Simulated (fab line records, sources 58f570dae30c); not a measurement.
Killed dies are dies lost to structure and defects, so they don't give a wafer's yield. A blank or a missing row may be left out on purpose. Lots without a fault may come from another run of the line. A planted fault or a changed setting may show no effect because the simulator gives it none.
fab line records | flow berkeley_cmos170
record lots=14 wafers=42 last_day=12
route steps=331 shown NWELL@30 FIELD@126 NLDD@166 BACKSIDE@202
lots that met no fault: from a run of the same line without faults
start_h: hours from the record's first day to the start of the lot's first wafer shown | wait_h: hours since the lot's step before | " the same as in the row above | L1.1+2: a row that stands for several wafers | - no value, or no start given | * or withheld: withheld | < > ~ a bound
route shown NAME@n: a module of which the file shows steps, and the number in the route of the first | usual: mean/standard deviation of fault-free wafers | same: alike in all rows | chamber/n: place in a boat | sites: the reading at each site | _std_site: their standard deviation | _edge_site: outer sites' mean less inner sites' | radius_mm: how far each site lies from the wafer's centre | mask NAME#n: copy n | behind: the tool/chamber that last shaped the wafer | hold: why the lot was held/for how many hours/how that ended | device: the transistor (n, p or np) that didn't switch | end of line: the same wafers' tests at the end of the route | a step without rows: its recipe alone | killed: dies lost to structure and defects at the first sort, not the wafer's yield | map: a wafer's dies, x killed, . not, _ none there
set.NAME: the setting as run; set.NAME@STEP: as run at that earlier step | model.NAME: the simulator's own value behind a step, which no gauge read
steps of the route over a sample of lots; a table a step, a row a wafer
services: from which hour (start_h, from the record's first day; less than 0 if before it) a tool's chamber was out of use, for how many hours, and why
## steps
# step UCB170_NWELL_TW_MEAS_16
# usual NWELL_TW=1240/12
# columns lot.wafer tool chamber start_h wait_h NWELL_TW
L859.1 film_metro-02 - 28.98 0.1 1214
L859.2 " - " " 1217
L859.5 " - " " 1224
L860.3 film_metro-04 - 36.94 0.1 1263
L860.5 " - " " 1252
L860.6 " - " " 1257
L861.2 film_metro-01 - 45.08 0.1 1257
L861.4 " - " " 1246
L861.6 " - " " 1248
L863.3 film_metro-04 - 55.12 0.1 1245
L863.5 " - " " 1250
L863.6 " - " " 1251
L862.2 film_metro-01 - 55.22 0.1 1244
L862.4 " - " " 1244
L862.5 " - " " 1246
L868.3 film_metro-04 - 85.20 0.1 1260
L868.4 " - " " 1256
L868.6 " - " " 1256
L869.2 film_metro-04 - 85.60 0.1 1265
L869.4 " - " " 1262
L869.5 " - " " 1264
L871.1 film_metro-04 - 93.02 0.1 1260
L871.4 " - " " 1252
L871.5 " - " " 1255
L870.2 film_metro-02 - 93.17 0.1 1239
L870.4 " - " " 1234
L870.5 " - " " 1233
L872.2 film_metro-04 - 101.14 0.1 1251
L872.3 " - " " 1245
L872.5 " - " " 1244
L873.1 film_metro-02 - 108.61 0.1 1228
L873.2 " - " " 1232
L873.5 " - " " 1230
L878.1 film_metro-02 - 136.60 0.1 1227
L878.3 " - " " 1230
L878.4 " - " " 1229
L879.2 film_metro-04 - 140.90 0.1 1243
L879.5 " - " " 1239
L879.6 " - " " 1248
L881.1 film_metro-01 - 150.77 0.1 1243
L881.2 " - " " 1249
L881.4 " - " " 1243
# step UCB170_FIELD_THK_MEAS_91
# recipe reads=SiO2_of_FIELD_OXIDATION_01
# usual FIELD_OXIDE_LEFT_2_THK=355/9.5
# columns lot.wafer tool chamber start_h wait_h FIELD_OXIDE_LEFT_2_THK[nm]
L859.1 film_metro-03 - 106.07 0.0 354
L859.2 " - " " 360
L859.5 " - " " 355
L860.3 film_metro-01 - 118.97 0.0 362
L860.5 " - " " 348
L860.6 " - " " 367
L861.2 film_metro-04 - 127.71 0.0 364
L861.4 " - " " 359
L861.6 " - " " 362
L863.3 film_metro-01 - 135.97 0.0 346
L863.5 " - " " 345
L863.6 " - " " 352
L862.2 film_metro-03 - 136.24 0.0 353
L862.4 " - " " 369
L862.5 " - " " 371
L868.3 film_metro-03 - 169.70 0.0 353
L868.4 " - " " 355
L868.6 " - " " 367
L869.2 film_metro-03 - 170.15 0.0 351
L869.4 " - " " 350
L869.5 " - " " 353
L871.1 film_metro-01 - 176.22 0.0 359
L871.4 " - " " 371
L871.5 " - " " 353
L870.2 film_metro-03 - 176.72 0.0 346
L870.4 " - " " 346
L870.5 " - " " 338
L872.2 film_metro-03 - 191.51 0.0 344
L872.3 " - " " 347
L872.5 " - " " 346
L873.1 film_metro-04 - 192.03 0.0 353
L873.2 " - " " 358
L873.5 " - " " 352
L878.1 film_metro-03 - 219.25 0.0 374
L878.3 " - " " 377
L878.4 " - " " 377
L879.2 film_metro-01 - 219.26 0.0 350
L879.5 " - " " 356
L879.6 " - " " 351
L881.1 film_metro-01 - 236.66 0.0 358
L881.2 " - " " 352
L881.4 " - " " 362
# step UCB170_NLDD_IMPLANT_08
# recipe species=As dose_cm2=5e+13 energy_kev=30 tilt_deg=7 rotation_deg=0
# usual dose_ions_cm2=5e+13/6.2e+10 faraday_current_uA=159/3.3
# columns lot.wafer tool chamber start_h wait_h dose_ions_cm2 faraday_current_uA
L859.1 implanter-02 0 124.72 0.0 5.001e+13 158
L859.2 " 0 " " 4.998e+13 157
L859.5 " 0 " " 5.008e+13 153
L860.3 implanter-02 0 135.03 0.1 5.005e+13 156
L860.5 " 0 " " 5e+13 159
L860.6 " 0 " " 5.007e+13 156
L861.2 implanter-04 0 147.41 0.0 4.996e+13 161
L861.4 " 0 " " 4.994e+13 157
L861.6 " 0 " " 4.997e+13 150
L862.2 implanter-01 0 153.40 0.0 5.009e+13 162
L862.4 " 0 " " 5.001e+13 157
L862.5 " 0 " " 5e+13 156
L863.3 implanter-04 0 153.61 0.1 4.995e+13 155
L863.5 " 0 " " 4.998e+13 158
L863.6 " 0 " " 4.993e+13 155
L869.2 implanter-01 0 185.16 0.0 4.992e+13 163
L869.4 " 0 " " 5.001e+13 160
L869.5 " 0 " " 4.999e+13 156
L868.3 implanter-02 0 185.46 0.1 4.999e+13 159
L868.4 " 0 " " 4.994e+13 164
L868.6 " 0 " " 5.001e+13 169
L871.1 implanter-01 0 192.69 0.0 4.997e+13 161
L871.4 " 0 " " 4.987e+13 161
L871.5 " 0 " " 5e+13 156
L870.2 implanter-02 0 193.44 0.0 4.996e+13 157
L870.4 " 0 " " 4.992e+13 153
L870.5 " 0 " " 4.998e+13 156
L872.2 implanter-02 0 207.84 0.0 5e+13 156
L872.3 " 0 " " 4.999e+13 158
L872.5 " 0 " " 4.991e+13 155
L873.1 implanter-04 0 208.37 0.0 4.999e+13 155
L873.2 " 0 " " 4.999e+13 159
L873.5 " 0 " " 4.999e+13 157
L879.2 implanter-01 0 232.33 0.0 4.996e+13 156
L879.5 " 0 " " 4.996e+13 159
L879.6 " 0 " " 4.997e+13 158
L878.1 implanter-01 0 232.66 0.0 5.953e+13 191
L878.3 " 0 " " 5.965e+13 188
L878.4 " 0 " " 5.951e+13 189
L881.1 implanter-01 0 254.39 0.0 5.95e+13 188
L881.2 " 0 " " 5.961e+13 187
L881.4 " 0 " " 5.958e+13 191
# step UCB170_NLDD_TW_MEAS_11
# usual NLDD_TW=2201/18
# columns lot.wafer tool chamber start_h wait_h NLDD_TW
L859.1 film_metro-02 - 125.12 0.1 2180
L859.2 " - " " 2180
L859.5 " - " " 2189
L860.3 film_metro-03 - 135.40 0.1 2239
L860.5 " - " " 2231
L860.6 " - " " 2233
L861.2 film_metro-01 - 147.79 0.1 2215
L861.4 " - " " 2206
L861.6 " - " " 2215
L862.2 film_metro-01 - 153.78 0.1 2202
L862.4 " - " " 2205
L862.5 " - " " 2208
L863.3 film_metro-02 - 153.98 0.1 2174
L863.5 " - " " 2182
L863.6 " - " " 2187
L869.2 film_metro-01 - 185.54 0.1 2217
L869.4 " - " " 2217
L869.5 " - " " 2214
L868.3 film_metro-02 - 185.83 0.1 2183
L868.4 " - " " 2185
L868.6 " - " " 2181
L871.1 film_metro-02 - 193.09 0.1 2194
L871.4 " - " " 2185
L871.5 " - " " 2188
L870.2 film_metro-02 - 193.82 0.1 2179
L870.4 " - " " 2185
L870.5 " - " " 2180
L872.2 film_metro-03 - 208.23 0.1 2219
L872.3 " - " " 2222
L872.5 " - " " 2228
L873.1 film_metro-03 - 208.77 0.1 2222
L873.2 " - " " 2220
L873.5 " - " " 2227
L879.2 film_metro-01 - 232.71 0.1 2197
L879.5 " - " " 2191
L879.6 " - " " 2198
L878.1 film_metro-03 - 233.06 0.1 2268
L878.3 " - " " 2258
L878.4 " - " " 2274
L881.1 film_metro-02 - 254.79 0.1 2231
L881.2 " - " " 2240
L881.4 " - " " 2247
# step UCB170_BACKSIDE_STRIP_03
# recipe chemistry=O2 power_w=400 pressure_mtorr=3500 platen_temp_c=withheld o2_flow_sccm=400 overash_fraction=0.5
# usual drypump_motor_current_A=6.0/0.57 oes_product_au=0.734/0.0046 strip_time_to_endpoint_s=22.01/0.061
# columns lot.wafer tool chamber start_h wait_h drypump_motor_current_A oes_product_au rf_hours_counter_h strip_time_to_endpoint_s
L859.1 plasma_asher-03 0 133.26 0.1 5.1 0.730 41 22.10
L859.2 " 1 " " 5.7 0.732 41 22.09
L859.5 " 0 " " 5.1 0.735 - 22.08
L860.3 plasma_asher-04 1 147.36 0.1 6.5 0.737 - 22.07
L860.5 " 0 " " 6.5 0.732 - 22.04
L860.6 " 1 " " 6.5 0.735 - 21.98
L861.2 plasma_asher-03 0 157.87 0.1 5.1 0.742 43 22.02
L861.4 " 0 " " 5.1 0.735 - 22.00
L861.6 " 1 " " 5.7 0.737 - 22.03
L863.3 plasma_asher-04 0 163.45 0.1 6.6 0.728 - 21.97
L863.5 " 1 " " 6.5 0.734 - 21.97
L863.6 " 0 " " 6.5 0.744 - 21.95
L862.2 plasma_asher-03 0 163.68 0.1 5.1 0.738 44 22.01
L862.4 " 1 " " 5.7 0.731 - 22.03
L862.5 " 1 " " 5.7 0.728 - 22.01
L868.3 plasma_asher-04 1 195.22 0.1 6.6 0.728 - 21.94
L868.4 " 0 " " 6.5 0.734 - 21.98
L868.6 " 1 " " 6.5 0.735 - 21.86
L869.2 plasma_asher-03 1 195.52 0.1 5.7 0.736 47 21.94
L869.4 " 0 " " 5.1 0.733 - 21.98
L869.5 " 1 " " 5.7 0.734 - 22.06
L870.2 plasma_asher-04 0 204.52 0.1 6.6 0.732 53 21.90
L870.4 " 0 " " 6.6 0.725 - 22.01
L870.5 " 0 " " 6.6 0.742 - 21.95
L871.1 plasma_asher-02 1 204.52 0.1 6.5 0.732 7 22.01
L871.4 " 0 " " 5.5 0.740 - 21.95
L871.5 " 0 " " 5.5 0.732 - 22.02
L872.2 plasma_asher-02 0 221.75 0.1 5.5 0.734 9 22.08
L872.3 " 0 " " 5.6 0.734 - 22.10
L872.5 " 1 " " 6.5 0.742 - 22.15
L873.1 plasma_asher-02 0 222.28 0.1 5.6 0.734 9 22.02
L873.2 " 1 " " 6.4 0.740 9 22.01
L873.5 " 1 " " 6.4 0.733 - 21.96
L879.2 plasma_asher-03 1 242.04 0.1 5.8 0.738 52 22.08
L879.5 " 0 " " 5.1 0.742 - 22.06
L879.6 " 1 " " 5.7 0.738 - 22.03
L878.1 plasma_asher-04 0 243.33 0.1 6.6 0.732 57 22.10
L878.3 " 1 " " 6.6 0.726 - 22.00
L878.4 " 0 " " 6.6 0.732 - 21.99
L881.1 plasma_asher-04 0 263.94 0.1 6.6 0.729 60 21.96
L881.2 " 1 " " 6.5 0.738 60 22.00
L881.4 " 0 " " 6.6 0.737 - 21.93
# step UCB170_SDANNEAL_RS_MEAS_05
# recipe thk_meas_gauge=four-point-probe
# usual NLDD_RS=616.4/1.2
# columns lot.wafer tool chamber start_h wait_h NLDD_RS[ohm/sq]
L859.1 film_metro-03 - 134.02 0.1 617.3
L859.2 " - " " 617.1
L859.5 " - " " 618.0
L860.3 film_metro-02 - 148.14 0.1 614.8
L860.5 " - " " 614.2
L860.6 " - " " 617.1
L861.2 film_metro-01 - 158.68 0.1 617.2
L861.4 " - " " 616.5
L861.6 " - " " 614.3
L862.2 film_metro-02 - 167.39 0.1 616.3
L862.4 " - " " 616.3
L862.5 " - " " 614.3
L863.3 film_metro-01 - 167.41 0.1 616.8
L863.5 " - " " 615.5
L863.6 " - " " 616.3
L868.3 film_metro-01 - 195.99 0.1 618.4
L868.4 " - " " 617.5
L868.6 " - " " 618.7
L869.2 film_metro-03 - 196.32 0.1 617.9
L869.4 " - " " 616.6
L869.5 " - " " 617.0
L871.1 film_metro-01 - 205.35 0.1 616.2
L871.4 " - " " 616.5
L871.5 " - " " 615.4
L870.2 film_metro-02 - 205.37 0.1 617.9
L870.4 " - " " 614.1
L870.5 " - " " 618.1
L872.2 film_metro-01 - 222.53 0.1 615.6
L872.3 " - " " 615.5
L872.5 " - " " 615.4
L873.1 film_metro-02 - 223.20 0.1 617.4
L873.2 " - " " 616.4
L873.5 " - " " 616.4
L879.2 film_metro-02 - 243.14 0.1 614.2
L879.5 " - " " 616.7
L879.6 " - " " 616.5
L878.1 film_metro-02 - 245.61 0.1 578.0
L878.3 " - " " 579.4
L878.4 " - " " 579.6
L881.1 film_metro-02 - 265.56 0.1 581.0
L881.2 " - " " 581.3
L881.4 " - " " 579.9
## services
# columns tool chamber start_h hours kind
implanter-01 - 119.15 2.2 repair
plasma_asher-02 - 123.36 9.0 pm
plasma_asher-02 0 123.36 9.0 vent_cycle
plasma_asher-02 1 123.36 9.0 vent_cycle
plasma_asher-02 - 132.36 2.8 pm
plasma_asher-02 0 132.36 - clean
plasma_asher-02 1 132.36 - clean
implanter-02 - 141.83 6.3 repair
plasma_asher-04 - 142.12 0.9 repair
plasma_asher-02 - 149.18 1.8 repair
implanter-04 - 158.74 3.1 repair
implanter-02 - 166.57 2.1 repair
implanter-04 - 178.07 1.4 repair
implanter-01 - 179.72 2.5 pm
implanter-04 - 189.99 3.9 repair
implanter-02 - 197.22 5.2 pm
implanter-04 - 247.84 0.9 repair
## key
first_sign step=UCB170_NLDD_IMPLANT_08 reading=dose_ions_cm2 direction=up sigmas=99+ usual=5e+13 struck=5.956e+13
effect step=UCB170_NLDD_IMPLANT_08 reading=faraday_current_uA direction=up sigmas=9.1 usual=159 struck=189
effect step=UCB170_NLDD_TW_MEAS_11 reading=NLDD_TW direction=up sigmas=3 usual=2201 struck=2253
effect step=UCB170_SDANNEAL_RS_MEAS_05 reading=NLDD_RS direction=down sigmas=30 usual=616.4 struck=579.9
met_at UCB170_NLDD_IMPLANT_08
struck_lots L878,L881
tester_left_out L878,L881
not_acting_at UCB170_NWELL_TW_MEAS_16,UCB170_FIELD_THK_MEAS_91,UCB170_BACKSIDE_STRIP_03
onset_between 232.33 232.66
fault kind=process_parameter_drift tool=implanter-01 chamber=- onset_h=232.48 steps=UCB170_NLDD_IMPLANT_08 channel=dose_cm2 offset=9.4959e+12 shape=step end_h=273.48 acts_in=these_recipes_only stated=5e+13
# tester_left_out: of these lots the tester's yield and bins aren't shown, on N5 and GAA mostly nor the transistor test; their killed dies are dies lost to structure and defects alone, not to doping, threshold or leakage, so they don't give the yield
